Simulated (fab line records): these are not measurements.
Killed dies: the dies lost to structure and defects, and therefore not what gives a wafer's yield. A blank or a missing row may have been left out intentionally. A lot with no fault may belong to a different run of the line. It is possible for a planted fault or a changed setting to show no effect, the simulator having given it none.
What tool caused it? -- flow rit_cmos -- 14 lots, 42 wafers sampled, at 2 steps of a route of 202

== WHAT EACH GAUGE READ, for each wafer ==
RIT_PRETRO_TW_MEAS_10.
lot,measured,on,PRETRO_TW
L198,day 2 10:34,film_metro-03,478 478 476
L199,day 2 15:26,film_metro-01,468 465 465
L200,day 2 18:26,film_metro-02,473 471 473
L201,day 3 00:11,film_metro-03,480 475 475
L202,day 3 06:21,film_metro-01,471 465 468
L203,day 3 14:37,film_metro-03,476 475 478
L204,day 3 17:50,film_metro-01,467 466 465
L205,day 3 23:31,film_metro-01,467 469 467
L210,day 4 21:44,film_metro-02,442 443 436
L211,day 5 05:41,film_metro-01,472 471 472
L212,day 5 09:07,film_metro-03,442 442 440
L216,day 6 05:49,film_metro-01,465 469 468
L217,day 6 07:55,film_metro-02,477 475 473
L221,day 7 06:18,film_metro-03,472 473 475

== TOOL THAT RAN EACH LOT (tool first, then ch and the chambers of the sampled wafers, then the start) ==
lot,RIT_PRETRO_IMPLANT_08
L198,"implanter-01 ch 0, day 2 10:16"
L199,"implanter-01 ch 0, day 2 15:08"
L200,"implanter-03 ch 0, day 2 18:09"
L201,"implanter-01 ch 0, day 2 23:54"
L202,"implanter-03 ch 0, day 3 06:01"
L203,"implanter-04 ch 0, day 3 14:19"
L204,"implanter-01 ch 0, day 3 17:32"
L205,"implanter-03 ch 0, day 3 23:13"
L210,"implanter-01 ch 0, day 4 21:26"
L211,"implanter-03 ch 0, day 5 05:21"
L212,"implanter-01 ch 0, day 5 08:44"
L216,"implanter-04 ch 0, day 6 05:32"
L217,"implanter-03 ch 0, day 6 07:37"
L221,"implanter-03 ch 0, day 7 05:58"
- RIT_PRETRO_IMPLANT_08

== AS READ BY THE TOOLS THEMSELVES (means over the sampled wafers that have a number; for cases with no such wafer, the mark the record gives instead) ==
RIT_PRETRO_IMPLANT_08.
lot,tool,beam_energy_keV
L198,implanter-01,45.001
L199,implanter-01,45.025
L200,implanter-03,44.990
L201,implanter-01,44.987
L202,implanter-03,45.010
L203,implanter-04,44.994
L204,implanter-01,44.989
L205,implanter-03,45.016
L210,implanter-01,29.262
L211,implanter-03,45.017
L212,implanter-01,29.235
L216,implanter-04,44.987
L217,implanter-03,45.014
L221,implanter-03,44.983

== THE ANSWER, worked out from the rows above alone ==
Rule: the lots themselves supply what counts as usual. The widest of any qualifying gaps counts: lots, ordered by their means at a reading, are off when they make up no more than a third of the lots, leave a main group of 4 or more, and stand apart from it by 3 or more times the standard deviation of that group's means. A main group is skipped when, at the precision printed for the reading in the tables above, its means are all equal. A lot without any number at a reading at which 4 lots or more have one is off too. All remaining lots with rows at the step are treated as sound. First the gauges in route order, then the tools' own readings, where a lot's mean is used as printed above. At the first step where some lot is off, the reading lying furthest off is the one used; lots without a number count as furthest.
Off: L210, L212, at RIT_PRETRO_TW_MEAS_10 (PRETRO_TW). Main group: mean 471, sd 4.1.
If a tool, at a process step before that reading, ran all the lots that are off and no sound lot after the first of them, it fits. Not tried: the gauges at RIT_PRETRO_TW_MEAS_10; whatever is off there is also off at RIT_PRETRO_IMPLANT_08, on other tools, and gauge error can't account for it. One candidate fits, namely implanter-01 at RIT_PRETRO_IMPLANT_08. Its last sound lot is L204 (day 3 17:32), its first lot that is off L210 (day 4 21:26): a fault that began between those two fits.
The tool's own readings at RIT_PRETRO_IMPLANT_08 bear it out: on the lots that are off they differ by more than 5 times the standard deviation of the sound lots' means. beam_energy_keV reads 29.248 there against 45.001 on the sound lots.

== WHAT THE SIMULATOR PUT IN ==
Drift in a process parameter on implanter-01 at RIT_PRETRO_IMPLANT_08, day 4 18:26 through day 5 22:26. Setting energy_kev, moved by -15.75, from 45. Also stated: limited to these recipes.
Shown lots that were struck: L210, L212. The same result came from the rule above.
